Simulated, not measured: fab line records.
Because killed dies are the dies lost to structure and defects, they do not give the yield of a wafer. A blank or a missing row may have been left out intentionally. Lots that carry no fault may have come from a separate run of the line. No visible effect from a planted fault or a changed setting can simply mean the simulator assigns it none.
Which of the tools did it?    flow berkeley_cmos170    14 lots, 42 wafers sampled, at 4 steps of a route of 331

## WHAT EACH GAUGE READ, for each wafer
UCB170_NSD_OVL_MEAS_07.
lot   measured      on          NSD_OVL (nm)
L443  day 8 01:17   overlay-02  -4 -2 0
L445  day 8 10:13   overlay-02  -9 -5 -14
L444  day 8 10:17   overlay-01  -3 -3 -7
L447  day 9 02:59   overlay-01  -2 -5 2
L449  day 9 08:15   overlay-01  4 5 1
L448  day 9 08:46   overlay-02  -1 -9 -4
L450  day 9 08:50   overlay-01  3 -2 0
L453  day 9 19:15   overlay-01  -6 -3 -2
L451  day 9 19:40   overlay-01  -6 -3 0
L455  day 10 14:02  overlay-02  0 -5 8
L457  day 10 21:07  overlay-02  -8 -5 7
L460  day 11 03:17  overlay-02  -3 3 -2
L461  day 11 09:30  overlay-01  -5 -6 -5
L462  day 12 00:08  overlay-02  -9 -9 -5

UCB170_CONTACT_THK_MEAS_02.
lot   measured      on             CONTACT_PSG_THK (nm)
L443  day 8 05:38   film_metro-01  699 695 694
L445  day 8 15:20   film_metro-02  710 707 709
L444  day 8 15:21   film_metro-01  700 700 702
L447  day 9 08:37   film_metro-02  693 688 683
L449  day 9 12:52   film_metro-01  702 695 692
L448  day 9 13:44   film_metro-01  703 701 702
L450  day 9 14:38   film_metro-01  700 695 701
L453  day 10 01:22  film_metro-02  697 698 697
L451  day 10 03:09  film_metro-03  690 693 698
L455  day 10 18:29  film_metro-02  691 694 695
L457  day 11 02:06  film_metro-01  705 708 700
L460  day 11 07:32  film_metro-01  692 697 696
L461  day 11 15:24  film_metro-03  765 766 767
L462  day 12 04:20  film_metro-01  773 768 770

## TOOL THAT RAN EACH LOT (tool first, then ch and the chambers of the sampled wafers, then the start)
lot   UCB170_SILICIDE_RTA_04            UCB170_CONTACT_CVD_01
L443  rtp_anneal-01 ch 0, day 8 03:35   lpcvd-02 ch 1, day 8 03:52
L445  rtp_anneal-01 ch 0, day 8 12:35   lpcvd-01 ch 1, day 8 13:33
L444  rtp_anneal-02 ch 0, day 8 12:45   lpcvd-01 ch 1, day 8 13:33
L447  rtp_anneal-01 ch 0, day 9 06:34   lpcvd-01 ch 0, day 9 06:49
L449  rtp_anneal-01 ch 0, day 9 10:49   lpcvd-02 ch 1, day 9 11:04
L448  rtp_anneal-01 ch 0, day 9 11:18   lpcvd-01 ch 1, day 9 11:56
L450  rtp_anneal-02 ch 0, day 9 11:51   lpcvd-02 ch 1, day 9 12:51
L453  rtp_anneal-01 ch 0, day 9 21:28   lpcvd-01 ch 1, day 9 23:34
L451  rtp_anneal-01 ch 0, day 10 00:38  lpcvd-01 ch 1, day 10 01:21
L455  rtp_anneal-02 ch 0, day 10 16:12  lpcvd-02 ch 0, day 10 16:41
L457  rtp_anneal-02 ch 0, day 10 23:28  lpcvd-01 ch 0, day 11 00:17
L460  rtp_anneal-01 ch 0, day 11 05:29  lpcvd-02 ch 0, day 11 05:44
L461  rtp_anneal-02 ch 0, day 11 13:20  lpcvd-01 ch 1, day 11 13:37
L462  rtp_anneal-01 ch 0, day 12 02:16  lpcvd-01 ch 1, day 12 02:33
- UCB170_SILICIDE_RTA_04: time 15 s.
- UCB170_CONTACT_CVD_01: deposits PSG from SiH4/O2/PH3, target thk 700 nm, time 2820 s.

## WHAT THE TOOLS THEMSELVES READ (means of the sampled wafers that have a number; where no wafer has one, the mark that the record gives instead)
UCB170_SILICIDE_RTA_04.
lot   tool           anneal_temp_c_max  chamber_o2_ppm  lamp_power_pct (%)  wafer_temp_C_max
L443  rtp_anneal-01  653.4              1.972           10.7                651.6
L445  rtp_anneal-01  653.5              2.025           10.7                651.9
L444  rtp_anneal-02  653.4              1.989           12.8                654.4
L447  rtp_anneal-01  653.1              2.035           10.7                650.8
L449  rtp_anneal-01  652.8              1.999           10.7                651.6
L448  rtp_anneal-01  653.8              2.006           10.7                652.2
L450  rtp_anneal-02  653.5              1.987           12.8                653.4
L453  rtp_anneal-01  653.2              1.997           10.7                651.9
L451  rtp_anneal-01  653.2              2.017           10.7                651.7
L455  rtp_anneal-02  653.4              2.014           12.8                653.5
L457  rtp_anneal-02  653.4              2.003           12.8                653.7
L460  rtp_anneal-01  652.9              2.003           10.7                651.7
L461  rtp_anneal-02  653.6              2.034           12.8                653.0
L462  rtp_anneal-01  653.5              1.966           10.7                651.6

UCB170_CONTACT_CVD_01.
lot   tool      o2_flow_sccm (sccm)
L443  lpcvd-02  90.06
L445  lpcvd-01  90.19
L444  lpcvd-01  89.72
L447  lpcvd-01  89.99
L449  lpcvd-02  90.23
L448  lpcvd-01  89.90
L450  lpcvd-02  89.93
L453  lpcvd-01  90.19
L451  lpcvd-01  90.08
L455  lpcvd-02  89.88
L457  lpcvd-01  90.37
L460  lpcvd-02  89.91
L461  lpcvd-01  108.01
L462  lpcvd-01  108.17

## THE ANSWER, worked out from the rows above alone
Rule: what is usual is taken from the lots themselves. Put in order of their means at a reading, lots are off if they are a third of the lots or fewer, leave a main group of 4 or more, and stand apart from it by a gap of 3 or more times the standard deviation of the main group's means; of several such gaps the widest counts. The tables above print the reading to a certain number of digits; a main group whose means all agree to those digits is not used. A lot without any number at a reading at which 4 lots or more have one is off too. All remaining lots with rows at the step are treated as sound. After the gauges, taken in route order, come the tools' own readings; for these a lot's mean is taken, as printed above. The first step at which some lot is off is used, and at that step the reading that is off furthest; a lot without a number counts as furthest.
Off: L461, L462, at UCB170_CONTACT_THK_MEAS_02 (CONTACT_PSG_THK). The main group has a mean of 698 nm with a standard deviation of 5.3.
If a tool, at a process step before that reading, ran all the lots that are off and no sound lot after the first of them, it fits. The gauges at UCB170_CONTACT_THK_MEAS_02 aren't tried: what is off there is off at UCB170_CONTACT_CVD_01 too, on other tools, and a gauge's error can't cause that. One fits: lpcvd-01 at UCB170_CONTACT_CVD_01. Its last sound lot is L457 (day 11 00:17), its first lot that is off L461 (day 11 13:37): a fault that began between those two fits.
On the lots that are off, the tool's own readings at UCB170_CONTACT_CVD_01 differ by more than 5 times the standard deviation of the sound lots' means, which bears it out; o2_flow_sccm reads 108.09 sccm there versus 90.04 sccm on the sound lots.

## WHAT THE SIMULATOR HAD PUT IN
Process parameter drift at UCB170_CONTACT_CVD_01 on lpcvd-01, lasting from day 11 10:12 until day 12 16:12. Setting o2_flow_sccm, moved by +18, from 90.
Shown lots that were struck: L461, L462. This agrees with what the rule above found.
